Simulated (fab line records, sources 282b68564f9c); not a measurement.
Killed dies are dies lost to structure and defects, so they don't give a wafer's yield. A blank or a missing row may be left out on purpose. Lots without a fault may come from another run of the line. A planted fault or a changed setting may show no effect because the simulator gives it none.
fab line records | flow rit_cmos
record lots=7 wafers=21 last_day=7
route steps=202 shown NSD@134 PSD@142
lots that met no fault: from a run of the same line without faults
start_h: hours from the record's first day to the start of the lot's first wafer shown | wait_h: hours since the lot's step before | " the same as in the row above | L1.1+2: a row that stands for several wafers | - no value, or no start given | * or withheld: withheld | < > ~ a bound
route shown NAME@n: a module of which the file shows steps, and the number in the route of the first | usual: mean/standard deviation of fault-free wafers | same: alike in all rows | chamber/n: place in a boat | sites: the reading at each site | _std_site: their standard deviation | _edge_site: outer sites' mean less inner sites' | radius_mm: how far each site lies from the wafer's centre | mask NAME#n: copy n | behind: the tool/chamber that last shaped the wafer | hold: why the lot was held/for how many hours/how that ended | device: the transistor (n, p or np) that didn't switch | end of line: the same wafers' tests at the end of the route | a step without rows: its recipe alone | killed: dies lost to structure and defects at the first sort, not the wafer's yield | map: a wafer's dies, x killed, . not, _ none there
set.NAME: the setting as run; set.NAME@STEP: as run at that earlier step | model.NAME: the simulator's own value behind a step, which no gauge read
lots at some steps of the route; a table a step, a row a wafer
services: from which hour (start_h, from the record's first day; less than 0 if before it) a tool's chamber was out of use, for how many hours, and why
## steps
# step RIT_NSD_EXPOSE_03
# recipe mask_id=M9 na=0.57 target_cd_nm=40700 dose_mj=250
# step RIT_NSD_PEB_04
# recipe resist=NOVOLAK temp_c=withheld time_s=withheld
# step RIT_NSD_DEVELOP_05
# recipe resist=NOVOLAK develop_time_s=50 dev_temp_c=23
# step RIT_NSD_OVL_MEAS_06
# usual NSD_OVL=0.5/1.5
# columns lot.wafer tool chamber start_h wait_h NSD_OVL[nm]
L967.1 overlay-01 - 56.18 - 1.9
L967.2 " - " " -1.0
L967.4 " - " " 1.5
L971.1 overlay-02 - 77.21 - -2.2
L971.3 " - " " -1.2
L971.5 " - " " -1.0
L983.2 overlay-01 - 136.64 - -0.6
L983.3 " - " " 1.7
L983.6 " - " " 0.4
L984.1 overlay-01 - 142.91 - 1.0
L984.4 " - " " 1.6
L984.6 " - " " 2.1
L985.3 overlay-01 - 145.92 - 0.3
L985.4 " - " " 3.0
L985.6 " - " " 1.6
L986.1 overlay-02 - 153.54 - -0.5
L986.5 " - " " -0.3
L986.6 " - " " -0.8
L987.1 overlay-01 - 156.39 - 1.5
L987.3 " - " " -0.3
L987.4 " - " " 2.1
# step RIT_NSD_HARDBAKE_07
# recipe resist=NOVOLAK temp_c=139.2 time_s=60
# step RIT_NSD_IMPLANT_08
# recipe species=P energy_kev=25 dose_cm2=1e+15 tilt_deg=7
# step RIT_NSD_STRIP_09
# recipe chemistry=O2 time_s=180 resist=NOVOLAK platen_temp_c=withheld power_w=500 pressure_mtorr=4000 o2_flow_sccm=4000
# usual drypump_motor_current_A=5.6/0.47
# columns lot.wafer tool chamber start_h wait_h drypump_motor_current_A rf_hours_counter_h
L967.1 plasma_asher-04 1 56.52 0.1 5.4 27
L967.2 " 0 " " 6.1 27
L967.4 " 1 " " 5.4 -
L971.1 plasma_asher-02 0 77.54 0.1 5.2 44
L971.3 " 0 " " 5.2 -
L971.5 " 1 " " 6.2 -
L983.2 plasma_asher-04 1 136.97 0.1 5.4 37
L983.3 " 0 " " 6.0 -
L983.6 " 1 " " 5.4 -
L984.1 plasma_asher-01 0 143.24 0.1 4.8 52
L984.4 " 0 " " 4.8 -
L984.6 " 0 " " 4.8 -
L985.3 plasma_asher-02 1 146.31 0.1 6.2 -
L985.4 " 0 " " 5.2 -
L985.6 " 0 " " 5.2 -
L986.1 plasma_asher-02 1 153.88 0.1 6.2 3
L986.5 " 1 " " 6.2 -
L986.6 " 0 " " 5.2 -
L987.1 plasma_asher-01 1 156.73 0.1 5.7 53
L987.3 " 0 " " 4.8 -
L987.4 " 1 " " 5.7 -
# step RIT_NSD_TW_MEAS_10
# usual NSD_TW=3117/22
# columns lot.wafer tool chamber start_h wait_h NSD_TW
L967.1 film_metro-01 - 56.69 0.1 3139
L967.2 " - " " 3153
L967.4 " - " " 3137
L971.1 film_metro-02 - 77.72 0.1 3116
L971.3 " - " " 3108
L971.5 " - " " 3126
L983.2 film_metro-01 - 137.15 0.1 3122
L983.3 " - " " 3136
L983.6 " - " " 3119
L984.1 film_metro-03 - 143.42 0.1 3109
L984.4 " - " " 3086
L984.6 " - " " 3083
L985.3 film_metro-02 - 146.44 0.1 3104
L985.4 " - " " 3114
L985.6 " - " " 3086
L986.1 film_metro-01 - 154.05 0.1 3133
L986.5 " - " " 3137
L986.6 " - " " 3146
L987.1 film_metro-03 - 156.90 0.1 3141
L987.3 " - " " 3136
L987.4 " - " " 3129
# step RIT_PSD_HMDS_00
# recipe prime_time_s=60 prime_temp_c=140
# step RIT_PSD_COAT_01
# recipe resist=NOVOLAK spin_rpm=3250 resist_thk_nm=1000
# step RIT_PSD_SOFTBAKE_02
# recipe resist=NOVOLAK temp_c=90 time_s=60
# step RIT_PSD_EXPOSE_03
# recipe mask_id=M10 na=0.57 target_cd_nm=40900 dose_mj=250
# step RIT_PSD_PEB_04
# recipe resist=NOVOLAK temp_c=withheld time_s=withheld
# usual chill_plate_temp_C=* exhaust_pa=44.9/0.9
# columns lot.wafer tool chamber start_h wait_h chill_plate_temp_C exhaust_pa
L967.1 litho_track-03 0 57.33 0.1 * 44.2
L967.2 " 0 " " * 43.7
L967.4 " 0 " " * 44.8
L971.1 litho_track-03 0 78.35 0.1 * 43.9
L971.3 " 0 " " * 44.4
L971.5 " 0 " " * 44.3
L983.2 litho_track-03 - 137.79 0.1 - -
L983.3 " - " " - -
L983.6 " - " " - -
L984.1 litho_track-03 - 144.17 0.1 - -
L984.4 " - " " - -
L984.6 " - " " - -
L985.3 litho_track-01 - 147.10 0.1 - -
L985.4 " - " " - -
L985.6 " - " " - -
L986.1 litho_track-03 0 154.68 0.1 * 44.6
L986.5 " 0 " " * 45.4
L986.6 " 0 " " * 45.5
L987.1 litho_track-04 0 157.53 0.1 * 44.9
L987.3 " 0 " " * 44.0
L987.4 " 0 " " * 45.4
# step RIT_PSD_DEVELOP_05
# recipe resist=NOVOLAK develop_time_s=50 dev_temp_c=23
## services
# columns tool chamber start_h hours kind
plasma_asher-04 - 46.32 3.4 repair
plasma_asher-02 - 107.56 3.9 repair
plasma_asher-04 - 108.75 1.5 repair
plasma_asher-02 - 111.42 9.0 pm
plasma_asher-02 0 111.42 9.0 vent_cycle
plasma_asher-02 1 111.42 9.0 vent_cycle
plasma_asher-02 0 120.42 - clean
plasma_asher-02 1 120.42 - clean
## key
first_sign step=RIT_PSD_PEB_04 reading=tool_record direction=missing
effect none on later readings
met_at RIT_PSD_PEB_04
struck_wafers L983.2,L983.3,L983.6,L984.1,L984.4,L984.6,L985.3,L985.4,L985.6
sort_left_out L983.2,L983.3,L983.6,L984.1,L984.4,L984.6,L985.3,L985.4,L985.6
tester_left_out L983,L984,L985
onset_between 78.35 137.79
fault kind=skipped_step_whole tool=litho_track-01,litho_track-03 chamber=- onset_h=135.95 steps=RIT_PSD_PEB_04 scope=struck_lots_only
# tester_left_out: of these lots the tester's yield and bins aren't shown, on N5 and GAA mostly nor the transistor test; their killed dies are dies lost to structure and defects alone, not to doping, threshold or leakage, so they don't give the yield
# sort_left_out: the simulated sort isn't trusted on such a fault, so these wafers' sort isn't shown, and their yield isn't known
